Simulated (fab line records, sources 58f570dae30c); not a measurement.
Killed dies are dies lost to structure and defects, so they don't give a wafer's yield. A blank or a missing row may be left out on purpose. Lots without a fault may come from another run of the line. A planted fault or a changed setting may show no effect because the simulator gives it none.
Split-lot experiment | flow berkeley_cmos170 | 5 lots, 27 wafers read, on a route of 331 steps

THE SPLIT
At UCB170_ACTIVE_DEVELOP_12 (develop time 45 s), the setting develop_time_s was moved away from the recipe's 45 s on 9 of the 27 wafers read, by -55.6% to +44.2%. The other wafers ran this setting at the recipe's value.

FROM THE SPLIT TO THE READING: what the file shows between them, 3 steps
- UCB170_ACTIVE_CD_MEAS_13: target cd 1200 nm
- UCB170_ACTIVE_ETCH_15: etches Si3N4 in CH3F/Ar/O2, stops on SiO2, target depth 242 nm, time 151 s
- UCB170_ACTIVE_STRIP_16: strips in O2

THE READING
cd_nm, in nm, at UCB170_ACTIVE_CD_MEAS_90 (target cd 1200 nm). Fault-free wafers of this fab line usually give 1200.3 nm, standard deviation 1.5 nm.

wafer  | tool, chamber at the split | develop_time_s as run, s | against the recipe | cd_nm, nm | against lot-mates on the recipe
L074.1 | litho_track-01, 0          | 45                       | recipe             | 1203.3    | -
L074.2 | litho_track-01, 0          | 45                       | recipe             | 1203.6    | -
L074.3 | litho_track-01, 0          | 45                       | recipe             | 1202.5    | -
L074.4 | litho_track-01, 0          | 45                       | recipe             | 1203.5    | -
L074.5 | litho_track-01, 0          | 45                       | recipe             | 1203.2    | -
L074.6 | litho_track-01, 0          | 45                       | recipe             | 1202.1    | -
L077.1 | litho_track-03, 0          | 19.99                    | -55.6%             | 1206.7    | +6.4
L077.2 | litho_track-03, 0          | 45                       | recipe             | 1200.5    | -
L077.3 | litho_track-03, 0          | 19.99                    | -55.6%             | 1206.4    | +6.1
L077.4 | litho_track-03, 0          | 19.99                    | -55.6%             | 1207.6    | +7.3
L077.5 | litho_track-03, 0          | 45                       | recipe             | 1199.5    | -
L077.6 | litho_track-03, 0          | 45                       | recipe             | 1200.8    | -
L075.1 | litho_track-01, 0          | 45                       | recipe             | 1199.0    | -
L075.2 | litho_track-01, 0          | 64.88                    | +44.2%             | 1196.7    | -3.0
L075.3 | litho_track-01, 0          | 64.88                    | +44.2%             | 1197.7    | -2.0
L075.4 | litho_track-01, 0          | 45                       | recipe             | 1199.5    | -
L075.5 | litho_track-01, 0          | 45                       | recipe             | 1200.7    | -
L075.6 | litho_track-01, 0          | 64.88                    | +44.2%             | 1196.3    | -3.4
L079.1 | litho_track-03, 0          | 45                       | recipe             | 1199.2    | -
L079.3 | litho_track-03, 0          | 45                       | recipe             | 1199.6    | -
L079.6 | litho_track-03, 0          | 45                       | recipe             | 1200.4    | -
L083.1 | litho_track-02, 0          | 45                       | recipe             | 1200.9    | -
L083.2 | litho_track-02, 0          | 45                       | recipe             | 1201.3    | -
L083.3 | litho_track-02, 0          | 31.61                    | -29.8%             | 1204.0    | +2.9
L083.4 | litho_track-02, 0          | 45                       | recipe             | 1201.0    | -
L083.5 | litho_track-02, 0          | 31.61                    | -29.8%             | 1204.4    | +3.3
L083.6 | litho_track-02, 0          | 31.61                    | -29.8%             | 1205.9    | +4.8

THE FIT
A straight line over all 27 wafers: cd_nm changes by -0.103 nm for each +1% of develop_time_s; r = -0.89; the points scatter about the line by 1.3 nm.
The same after taking each lot's own level away (the mean of its wafers on the recipe; 27 wafers): -0.0993 nm for each +1%; r = -0.95; scatter 0.84 nm.
On that fit, the largest move of develop_time_s shifts the reading by 5.5 nm.
The lots' own levels span 1199.73 to 1203.03 nm, that is 2.2 times the standard deviation above.
So the lot-to-lot level changes the slope little: the two slopes agree.
Check: with one of the wafers moved furthest among these (-55.6%) left out of the fit, the line predicts +5.77 nm for it against its lot-mates. It came out at +6.43 nm against them.

OTHER SPLITS ON THESE WAFERS
These wafers also went through other splits before the reading. Each is held against what the fit with the lots' levels taken away leaves over:
other split on the same wafers | wafers away from the commonest value | r with cd_nm (lot level and that fit taken away)
UCB170_NWELL_CVD_04 time_s     | 18                                   | -0.02
UCB170_PWELL_CVD_05 time_s     | 21                                   | +0.12

THE WHOLE CHAIN: every reading that the file lists as answering this split, in the file's order
step                     | what it does                                                               | reading                                                       | change (the file's fit)                | r (the file's)
UCB170_ACTIVE_CD_MEAS_13 | target cd 1200 nm                                                          | cd_nm                                                         | -0.0988 nm for each +1% of the setting | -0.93
UCB170_ACTIVE_ETCH_15    | etches Si3N4 in CH3F/Ar/O2, stops on SiO2, target depth 242 nm, time 151 s | ACTIVE.cd_nm (the simulator's own value, which no gauge read) | -0.0991 nm for each +1% of the setting | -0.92
UCB170_ACTIVE_CD_MEAS_90 | target cd 1200 nm                                                          | cd_nm                                                         | -0.102 nm for each +1% of the setting  | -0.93

THE FILE'S OWN FIT
cd_nm changes by -0.102 nm for each +1% of develop_time_s, r = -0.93.
